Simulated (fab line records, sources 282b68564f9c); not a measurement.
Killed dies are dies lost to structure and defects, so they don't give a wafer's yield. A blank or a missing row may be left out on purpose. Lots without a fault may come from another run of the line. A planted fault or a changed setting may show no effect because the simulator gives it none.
A struck lot beside a sound one | flow rit_cmos | 28 steps out of a route of 202
Sound: wafers L527.1, L527.4, L527.6. Struck: wafers L542.1, L542.5. (L542.2 of the same lot was not struck and is left out.) The cause comes at the end.
At each step with rows: each side's tool, then ch and its chambers, then its first start. Under that, the readings that differ: sound wafers | struck wafers | difference of the means | sigmas: that difference in standard deviations of wafers without a fault.
alike: readings whose means differ by less than 2 such deviations, and words and numbers that are the same on both sides. not compared: withheld readings, readings that some wafer has no value for, bounds like >300 that may hide the same value, and numbers for which the record gives no deviation and whose values overlap.
The two part at a step that has a row with sigmas, a row that says differs or no value, or rows on one side only. Numbers that don't overlap but have no deviation are shown without sigmas and don't part them. A reading that every wafer of one side lacks parts them only if that side has two wafers or more.

RIT_SDANNEAL_RTA_03: time 5 s.
  sound on rtp_anneal-02 ch 0, day 3 18:41; struck on rtp_anneal-01 ch 0, day 6 20:52
  alike: wafer_temp_C_max
RIT_SDANNEAL_RS_MEAS_04: measures by four-point-probe.
  sound on film_metro-04, day 3 18:45; struck on film_metro-03, day 6 20:55
  alike: PSD_RS
RIT_SDANNEAL_RS_MEAS_05: measures by four-point-probe.
  sound on film_metro-04, day 3 18:52; struck on film_metro-03, day 6 21:02
  reading         | sound          | struck    | difference | sigmas
  NSD_RS (ohm/sq) | 84.4 84.4 84.2 | 85.2 85.0 | +0.8       | +3
RIT_SDANNEAL_RS_MEAS_06: measures by four-point-probe.
  sound on film_metro-04, day 3 18:59; struck on film_metro-03, day 6 21:10
  alike: PLDD_RS
RIT_SDANNEAL_RS_MEAS_07: measures by four-point-probe.
  sound on film_metro-04, day 3 19:07; struck on film_metro-03, day 6 21:17
  alike: NLDD_RS
then, 1 step without rows for these wafers: RIT_SILICIDE_WET_ETCH_00 (etches SiO2 in BOE, target depth 14 nm, time 15 s).
RIT_SILICIDE_SPUTTER_01: material Ti, target thk 30 nm, time 240 s.
  sound on pvd_sputter-01, day 3 19:14; struck on pvd_sputter-01, day 6 21:25
  alike: throttle_valve_pct
RIT_SILICIDE_RS_MEAS_02: measures by four-point-probe.
  sound on film_metro-02, day 3 19:23; struck on film_metro-02, day 6 21:34
  alike: SILICIDE_TI_RS
RIT_SILICIDE_THK_MEAS_03: measures by xrf.
  sound on film_metro-02, day 3 19:31; struck on film_metro-02, day 6 21:41
  alike: SILICIDE_TI_THK
RIT_SILICIDE_RTA_04: time 10 s, ramp up 5 s, ramp down 5 s.
  sound on rtp_anneal-01 ch 0, day 3 19:34; struck on rtp_anneal-02 ch 0, day 6 21:45
  alike: wafer_temp_C_max
then, 1 step without rows for these wafers: RIT_SILICIDE_WET_ETCH_05 (etches Ti in SPM, time 120 s).
RIT_SILICIDE_RTA_06: time 10 s, ramp up 5 s, ramp down 10 s.
  sound on rtp_anneal-02 ch 0, day 3 19:41; struck on rtp_anneal-01 ch 0, day 6 21:52
  alike: wafer_temp_C_max
RIT_CONTACT_CVD_00: deposits SiO2 from TEOS, target thk 400 nm, time 61 s.
  sound on pecvd-01 ch 0, day 3 19:45; struck on pecvd-01 ch 2, day 6 21:55
  reading                                  | sound             | struck      | difference | sigmas
  model.SiO2_of_CONTACT_CVD_00.thk_nm (nm) | 396.2 404.3 403.6 | 613.8 618.1 | +214.6     |
  alike: heater_power_w
RIT_CONTACT_THK_MEAS_01:
  sound on film_metro-01, day 3 19:49; struck on film_metro-04, day 6 21:58
  reading               | sound       | struck  | difference | sigmas
  CONTACT_TEOS_THK (nm) | 396 404 404 | 614 618 | +215       | +37
then, 6 steps without rows for these wafers: RIT_CONTACT_HMDS_02 (prime time 60 s); RIT_CONTACT_COAT_03 (resist thk 1000 nm); RIT_CONTACT_SOFTBAKE_04 (time 60 s); RIT_CONTACT_EXPOSE_05 (exposes mask M11, target cd 1000 nm); RIT_CONTACT_PEB_06; RIT_CONTACT_DEVELOP_07 (develop time 120 s).
RIT_CONTACT_CD_MEAS_08: target cd 1000 nm.
  sound on cd_sem-01, day 3 20:58; struck on cd_sem-02, day 6 23:00
  alike: cd_nm
RIT_CONTACT_OVL_MEAS_09:
  sound on overlay-01, day 3 21:05; struck on overlay-02, day 6 23:07
  alike: CONTACT_OVL
then, 1 step without rows for these wafers: RIT_CONTACT_HARDBAKE_10 (time 60 s).
RIT_CONTACT_ETCH_11: etches SiO2 in CHF3/CF4/Ar, stops on TiSi2, target depth 480 nm, time 320 s.
  sound on rie_diel-03 ch 0,1,2, day 3 21:17; struck on rie_diel-04 ch 1,3, day 6 23:19
  reading                             | sound             | struck      | difference | sigmas
  model.etch.depth_nm (nm)            | 396.2 404.3 403.6 | 502.9 491.3 | +95.7      |
  model.CONTACT.feature_depth_nm (nm) | 396.2 404.3 403.6 | 502.9 491.3 | +95.7      |
  alike: CHF3_flow_sccm, drypump_motor_current_A, oes_product_au, throttle_valve_pct
  not compared: rf_hours_counter_h
RIT_CONTACT_STRIP_12: strips in O2, time 180 s.
  sound on plasma_asher-01 ch 0,1, day 3 21:28; struck on plasma_asher-02 ch 0,1, day 6 23:30
  alike: drypump_motor_current_A
  not compared: rf_hours_counter_h
RIT_CONTACT_CD_MEAS_90: target cd 1000 nm.
  sound on cd_sem-01, day 3 21:39; struck on cd_sem-02, day 6 23:41
  alike: cd_nm
RIT_CONTACT_CLEAN_13: cleans in SC1, time 600 s.
  sound on wet_bench-01 ch 0, day 3 21:46; struck on wet_bench-01 ch 1, day 6 23:48
  reading                                  | sound             | struck      | difference | sigmas
  model.SiO2_of_CONTACT_CVD_00.thk_nm (nm) | 392.1 400.3 399.5 | 609.7 614.1 | +214.6     |
  alike: bath_guard_temp_C
then, 1 step without rows for these wafers: RIT_CONTACT_CLEAN_14 (cleans in SC2, time 600 s).

WHERE THEY PART
First at RIT_SDANNEAL_RS_MEAS_05; last, within this record, at RIT_CONTACT_THK_MEAS_01. Later steps at which nothing parts them and some readings are alike: RIT_CONTACT_CD_MEAS_08, RIT_CONTACT_OVL_MEAS_09, RIT_CONTACT_ETCH_11, RIT_CONTACT_STRIP_12, RIT_CONTACT_CD_MEAS_90, RIT_CONTACT_CLEAN_13.

WHY: what the simulator had put in
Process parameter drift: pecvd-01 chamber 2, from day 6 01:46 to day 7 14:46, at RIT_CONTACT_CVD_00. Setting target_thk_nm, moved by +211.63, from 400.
